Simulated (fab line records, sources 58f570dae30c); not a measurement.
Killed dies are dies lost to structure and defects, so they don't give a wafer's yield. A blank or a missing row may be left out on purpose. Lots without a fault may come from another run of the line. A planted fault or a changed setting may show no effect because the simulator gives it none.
Which tool did it? | flow berkeley_cmos170 | 14 lots, 42 wafers sampled, at 6 steps of a route of 331

WHAT THE GAUGES READ, wafer by wafer
UCB170_PVT_OVL_MEAS_06.
lot  | measured     | on         | PVT_OVL (nm)
L184 | day 6 16:27  | overlay-01 | -10 -7 -6
L185 | day 6 16:38  | overlay-02 | -3 1 -3
L188 | day 7 19:57  | overlay-02 | -5 -9 -5
L190 | day 7 20:13  | overlay-02 | 3 15 13
L186 | day 7 20:32  | overlay-02 | -3 1 -4
L191 | day 7 20:47  | overlay-01 | 5 -5 1
L193 | day 7 21:47  | overlay-02 | 0 1 -1
L195 | day 8 06:48  | overlay-02 | -4 2 -2
L194 | day 8 07:14  | overlay-01 | -4 -7 -5
L197 | day 9 06:29  | overlay-01 | -6 -1 -5
L199 | day 9 13:23  | overlay-01 | 6 2 8
L207 | day 10 19:37 | overlay-02 | -3 0 0
L205 | day 10 19:52 | overlay-02 | 4 -2 -5
L204 | day 10 19:57 | overlay-01 | 5 5 4

UCB170_FIELD_THK_MEAS_91.
lot  | measured     | on            | FIELD_OXIDE_LEFT_2_THK (nm)
L184 | day 6 16:52  | film_metro-01 | 332 337 337
L185 | day 6 17:02  | film_metro-01 | 338 334 341
L188 | day 7 20:25  | film_metro-04 | 341 355 341
L190 | day 7 20:38  | film_metro-03 | 352 349 358
L186 | day 7 20:57  | film_metro-04 | 342 340 353
L191 | day 7 21:12  | film_metro-04 | 327 326 343
L193 | day 7 22:12  | film_metro-04 | 348 343 354
L195 | day 8 07:22  | film_metro-01 | 345 349 351
L194 | day 8 07:39  | film_metro-03 | 341 344 351
L197 | day 9 06:55  | film_metro-04 | 335 339 342
L199 | day 9 13:48  | film_metro-03 | 356 351 351
L207 | day 10 22:24 | film_metro-04 | 347 347 351
L205 | day 10 22:23 | film_metro-03 | 354 359 355
L204 | day 10 22:28 | film_metro-04 | 334 323 325

UCB170_NLDD_OVL_MEAS_07.
lot  | measured     | on         | NLDD_OVL (nm)
L184 | day 7 13:05  | overlay-02 | 0 -3 -5
L185 | day 7 14:56  | overlay-01 | 0 3 6
L188 | day 8 13:41  | overlay-02 | 3 -1 -2
L190 | day 8 14:44  | overlay-01 | -2 2 -1
L186 | day 8 14:28  | overlay-02 | -2 0 -6
L191 | day 8 13:58  | overlay-01 | 8 -1 13
L193 | day 8 14:51  | overlay-01 | 4 1 -8
L195 | day 9 05:26  | overlay-02 | -14 -10 -13
L194 | day 9 05:37  | overlay-01 | 2 7 0
L197 | day 10 05:35 | overlay-01 | -12 -4 -5
L199 | day 10 09:45 | overlay-01 | -4 2 -4
L207 | day 11 16:04 | overlay-02 | -6 -6 -5
L205 | day 11 14:46 | overlay-02 | -2 -6 -2
L204 | day 11 15:58 | overlay-01 | -10 -4 3

UCB170_V2_CD_MEAS_90: target cd 700 nm.
lot  | measured     | on        | cd_nm (nm)
L184 | day 9 02:17  | cd_sem-02 | 699.4 700.1 700.7
L185 | day 8 21:44  | cd_sem-02 | 699.3 699.1 698.6
L188 | day 10 05:07 | cd_sem-01 | 700.2 699.8 699.3
L190 | day 10 02:57 | cd_sem-02 | 698.8 698.5 699.9
L186 | day 10 05:40 | cd_sem-01 | 699.3 698.4 699.0
L191 | day 9 22:13  | cd_sem-02 | 700.2 698.9 699.0
L193 | day 10 06:27 | cd_sem-02 | 702.9 702.7 701.9
L195 | day 10 16:20 | cd_sem-02 | 705.3 700.8 701.2
L194 | day 10 17:50 | cd_sem-02 | 701.5 706.5 706.3
L197 | day 11 14:13 | cd_sem-01 | 699.4 699.3 700.5
L199 | day 11 17:43 | cd_sem-01 | 701.8 701.6 702.7
L207 | day 12 20:30 | cd_sem-01 | 697.5 697.7 697.9
L205 | day 12 19:26 | cd_sem-02 | 700.8 701.1 700.6
L204 | day 12 20:44 | cd_sem-02 | 701.9 701.7 700.7

WHICH TOOL RAN EACH LOT (tool, then ch and the chambers of the sampled wafers, then the start)
lot  | UCB170_V2_ETCH_14                  | UCB170_V2_STRIP_15
L184 | rie_diel-01 ch 2,3, day 9 02:01    | plasma_asher-03 ch 0,1, day 9 02:11
L185 | rie_diel-04 ch 0,1, day 8 21:26    | plasma_asher-03 ch 0,1, day 8 21:37
L188 | rie_diel-03 ch 0,3, day 10 04:48   | plasma_asher-04 ch 0,1, day 10 05:01
L190 | rie_diel-04 ch 2,3, day 10 02:40   | plasma_asher-03 ch 0,1, day 10 02:51
L186 | rie_diel-01 ch 0,1, day 10 05:21   | plasma_asher-03 ch 0,1, day 10 05:34
L191 | rie_diel-03 ch 1,2, day 9 21:52    | plasma_asher-03 ch 0,1, day 9 22:05
L193 | rie_diel-03 ch 0,2,3, day 10 06:10 | plasma_asher-04 ch 0,1, day 10 06:21
L195 | rie_diel-01 ch 0,1,2, day 10 16:01 | plasma_asher-04 ch 0,1, day 10 16:14
L194 | rie_diel-01 ch 0,3, day 10 17:34   | plasma_asher-04 ch 1, day 10 17:44
L197 | rie_diel-04 ch 0,1,3, day 11 13:55 | plasma_asher-04 ch 0,1, day 11 14:05
L199 | rie_diel-04 ch 2,3, day 11 17:24   | plasma_asher-04 ch 0,1, day 11 17:37
L207 | rie_diel-04 ch 1,2, day 12 20:11   | plasma_asher-01 ch 0,1, day 12 20:24
L205 | rie_diel-03 ch 0,2, day 12 19:09   | plasma_asher-04 ch 0,1, day 12 19:20
L204 | rie_diel-03 ch 0,1, day 12 20:26   | plasma_asher-03 ch 0,1, day 12 20:38
- UCB170_V2_ETCH_14: etches SiO2 in CHF3/CF4/Ar, stops on Al, target depth 1250 nm, time 291 s.
- UCB170_V2_STRIP_15: strips in O2.

WHAT THE TOOLS THEMSELVES READ (means of the sampled wafers that have a number; where no wafer has one, the mark that the record gives instead)
UCB170_V2_ETCH_14.
lot  | tool        | drypump_motor_current_A (A) | oes_product_au (a.u.) | throttle_valve_pct (%)
L184 | rie_diel-01 | 5.8                         | 0.885                 | 6.97
L185 | rie_diel-04 | 6.2                         | 0.866                 | 7.00
L188 | rie_diel-03 | 5.2                         | 0.868                 | 6.91
L190 | rie_diel-04 | 5.4                         | 0.866                 | 7.11
L186 | rie_diel-01 | 5.4                         | 0.882                 | 7.05
L191 | rie_diel-03 | 5.3                         | 0.873                 | 7.05
L193 | rie_diel-03 | 5.2                         | 0.874                 | 6.95
L195 | rie_diel-01 | 5.4                         | 0.879                 | 7.00
L194 | rie_diel-01 | 5.8                         | 0.881                 | 6.99
L197 | rie_diel-04 | 5.9                         | 0.872                 | 7.03
L199 | rie_diel-04 | 5.5                         | 0.859                 | 7.11
L207 | rie_diel-04 | 6.0                         | 0.864                 | 7.04
L205 | rie_diel-03 | 5.0                         | 0.878                 | 7.02
L204 | rie_diel-03 | 5.5                         | 0.857                 | 7.00

UCB170_V2_STRIP_15.
lot  | tool            | drypump_motor_current_A (A) | oes_product_au (a.u.) | strip_time_to_endpoint_s (s)
L184 | plasma_asher-03 | 5.34                        | 0.719                 | 15.09
L185 | plasma_asher-03 | 5.34                        | 0.719                 | 15.35
L188 | plasma_asher-04 | 5.37                        | 0.722                 | 15.27
L190 | plasma_asher-03 | 5.37                        | 0.721                 | 15.37
L186 | plasma_asher-03 | 5.33                        | 0.721                 | 15.41
L191 | plasma_asher-03 | 5.37                        | 0.722                 | 15.26
L193 | plasma_asher-04 | 5.40                        | 0.727                 | 15.27
L195 | plasma_asher-04 | 5.42                        | 0.721                 | 14.05
L194 | plasma_asher-04 | 5.29                        | 0.723                 | 13.14
L197 | plasma_asher-04 | 5.41                        | 0.716                 | 15.40
L199 | plasma_asher-04 | 5.50                        | 0.723                 | 15.24
L207 | plasma_asher-01 | 5.97                        | 0.720                 | 15.42
L205 | plasma_asher-04 | 5.42                        | 0.723                 | 15.17
L204 | plasma_asher-03 | 5.35                        | 0.723                 | 15.29

THE ANSWER, worked out from the rows above alone
Rule: what is usual is taken from the lots themselves. Put in order of their means at a reading, lots are off if they are a third of the lots or fewer, leave a main group of 4 or more, and stand apart from it by a gap of 3 or more times the standard deviation of the main group's means; of several such gaps the widest counts. A main group whose means are all the same, to the digits that the tables above print for the reading, isn't used. A lot without any number at a reading at which 4 lots or more have one is off too. The other lots that the step has rows for count as sound. The gauges are gone through in route order, then the tools' own readings, and for those a lot's mean is taken as printed above. The first step at which some lot is off is used, and at that step the reading that is off furthest; a lot without a number counts as furthest.
Off: L195, L194, at UCB170_V2_STRIP_15 (strip_time_to_endpoint_s). The main group: mean 15.29 s, standard deviation 0.096.
A tool fits if, at that step or a process step before it, it ran every lot that is off, and no sound lot after the first of them. One fits: rie_diel-01 at UCB170_V2_ETCH_14. Its last sound lot is L186 (day 10 05:21), its first lot that is off L195 (day 10 16:01): a fault that began between those two fits.

WHAT THE SIMULATOR HAD PUT IN
Process parameter drift: rie_diel-01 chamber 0, from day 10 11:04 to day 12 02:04, at UCB170_V2_ETCH_14. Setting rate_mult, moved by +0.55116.
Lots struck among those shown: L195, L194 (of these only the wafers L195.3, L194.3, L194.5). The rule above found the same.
